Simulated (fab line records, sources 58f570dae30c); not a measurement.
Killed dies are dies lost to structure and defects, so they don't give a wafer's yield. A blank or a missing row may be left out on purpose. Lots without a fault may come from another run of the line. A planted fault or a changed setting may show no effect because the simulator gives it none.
fab line records | flow berkeley_cmos170
record lots=14 wafers=42 last_day=13
route steps=331 shown NWELL@29
lots that met no fault: from a run of the same line without faults
start_h: hours from the record's first day to the start of the lot's first wafer shown | wait_h: hours since the lot's step before | " the same as in the row above | L1.1+2: a row that stands for several wafers | - no value, or no start given | * or withheld: withheld | < > ~ a bound
route shown NAME@n: a module of which the file shows steps, and the number in the route of the first | usual: mean/standard deviation of fault-free wafers | same: alike in all rows | chamber/n: place in a boat | sites: the reading at each site | _std_site: their standard deviation | _edge_site: outer sites' mean less inner sites' | radius_mm: how far each site lies from the wafer's centre | mask NAME#n: copy n | behind: the tool/chamber that last shaped the wafer | hold: why the lot was held/for how many hours/how that ended | device: the transistor (n, p or np) that didn't switch | end of line: the same wafers' tests at the end of the route | a step without rows: its recipe alone | killed: dies lost to structure and defects at the first sort, not the wafer's yield | map: a wafer's dies, x killed, . not, _ none there
set.NAME: the setting as run; set.NAME@STEP: as run at that earlier step | model.NAME: the simulator's own value behind a step, which no gauge read
steps of the route over a sample of lots; a table a step, a row a wafer
services: from which hour (start_h, from the record's first day; less than 0 if before it) a tool's chamber was out of use, for how many hours, and why
## steps
# step UCB170_NWELL_STRIP_15
# recipe chemistry=O2 power_w=400 pressure_mtorr=3500 platen_temp_c=withheld o2_flow_sccm=400 overash_fraction=0.5
# usual chamber_pressure_mTorr=3500/3.1 drypump_motor_current_A=5.8/0.39 oes_product_au=0.721/0.0043 strip_time_to_endpoint_s=18.02/0.083
# columns lot.wafer tool chamber start_h wait_h chamber_pressure_mTorr drypump_motor_current_A oes_product_au rf_hours_counter_h strip_time_to_endpoint_s
L737.2 plasma_asher-04 0 44.56 0.2 3498 5.9 0.724 28 18.14
L737.3 " 0 " " 3499 5.9 0.724 - 18.18
L737.5 " 1 " " 3499 6.3 0.726 - 18.18
L738.1 plasma_asher-02 0 44.67 0.1 3502 5.5 0.725 31 17.97
L738.3 " 0 " " 3500 5.5 0.721 - 18.00
L738.6 " 0 " " 3496 5.5 0.725 - 17.94
L742.1 plasma_asher-04 1 61.30 0.1 3497 6.3 0.722 30 17.98
L742.2 " 0 " " 3505 5.8 0.723 30 18.01
L742.3 " 1 " " 3505 6.3 0.723 - 17.97
L743.1 plasma_asher-02 0 73.06 0.1 3501 5.5 0.715 35 18.02
L743.2 " 1 " " 3505 5.2 0.720 35 17.90
L743.4 " 1 " " 3502 5.2 0.723 - 17.87
L744.1 plasma_asher-03 1 81.52 0.1 - - - - -
L744.2 " 0 " " - - - - -
L744.4 " 1 " " - - - - -
L745.1 plasma_asher-02 1 81.60 0.1 - - - - -
L745.2 " 0 " " - - - - -
L745.3 " 1 " " - - - - -
L750.1 plasma_asher-02 1 112.67 0.1 3498 5.2 0.720 40 17.95
L750.3 " 1 " " 3496 5.2 0.727 - 18.11
L750.6 " 1 " " 3501 5.2 0.723 - 18.03
L752.2 plasma_asher-03 1 118.92 0.1 3497 6.3 0.725 32 18.03
L752.3 " 1 " " 3503 6.3 0.724 - 17.98
L752.6 " 1 " " 3500 6.3 0.724 - 17.94
L754.1 plasma_asher-04 1 124.63 0.1 3495 6.3 0.721 1 18.00
L754.2 " 0 " " 3504 5.9 0.728 1 18.09
L754.5 " 1 " " 3498 6.3 0.722 - 18.02
L753.1 plasma_asher-02 0 124.91 0.1 3501 5.5 0.729 42 18.06
L753.2 " 1 " " 3498 5.2 0.723 42 18.09
L753.6 " 1 " " 3497 5.2 0.718 - 18.10
L755.1 plasma_asher-04 1 132.19 0.1 3496 6.3 0.722 2 17.95
L755.4 " 1 " " 3498 6.3 0.724 - 18.05
L755.6 " 1 " " 3501 6.3 0.720 - 18.01
L756.3 plasma_asher-03 0 132.44 0.1 3499 5.9 0.717 - 18.00
L756.5 " 1 " " 3501 6.3 0.721 - 17.96
L756.6 " 0 " " 3500 5.9 0.721 - 17.82
L758.3 plasma_asher-02 0 145.14 0.1 3496 5.5 0.723 - 18.00
L758.5 " 1 " " 3499 5.2 0.722 - 18.07
L758.6 " 0 " " 3500 5.5 0.716 - 18.01
L759.2 plasma_asher-03 0 150.33 0.1 3500 5.9 0.727 36 18.04
L759.3 " 1 " " 3500 6.2 0.721 - 18.08
L759.6 " 1 " " 3496 6.2 0.720 - 18.11
## services
# columns tool chamber start_h hours kind
plasma_asher-04 - 108.80 9.0 pm
plasma_asher-04 0 108.80 9.0 vent_cycle
plasma_asher-04 1 108.80 9.0 vent_cycle
plasma_asher-04 0 117.80 - clean
plasma_asher-04 1 117.80 - clean
plasma_asher-04 - 146.92 3.8 repair
plasma_asher-04 - 147.98 0.8 repair
## key
first_sign step=UCB170_NWELL_STRIP_15 reading=tool_record direction=missing
effect none on later readings
met_at UCB170_NWELL_STRIP_15
struck_lots L744,L745
later_rows_left_out L744.1,L744.2,L744.4,L745.1,L745.2,L745.3
sort_left_out L744.1,L744.2,L744.4,L745.1,L745.2,L745.3
tester_left_out L744,L745
onset_between 73.06 81.52
fault kind=skipped_step_whole tool=plasma_asher-02,plasma_asher-03 chamber=- onset_h=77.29 steps=UCB170_NWELL_STRIP_15 scope=struck_lots_only
# tester_left_out: of these lots the tester's yield and bins aren't shown, on N5 and GAA mostly nor the transistor test; their killed dies are dies lost to structure and defects alone, not to doping, threshold or leakage, so they don't give the yield
# sort_left_out: the simulated sort isn't trusted on such a fault, so these wafers' sort isn't shown, and their yield isn't known
# later_rows_left_out: the simulator's readings of these wafers behind a module that went badly wrong aren't trusted and aren't shown, but for the sort
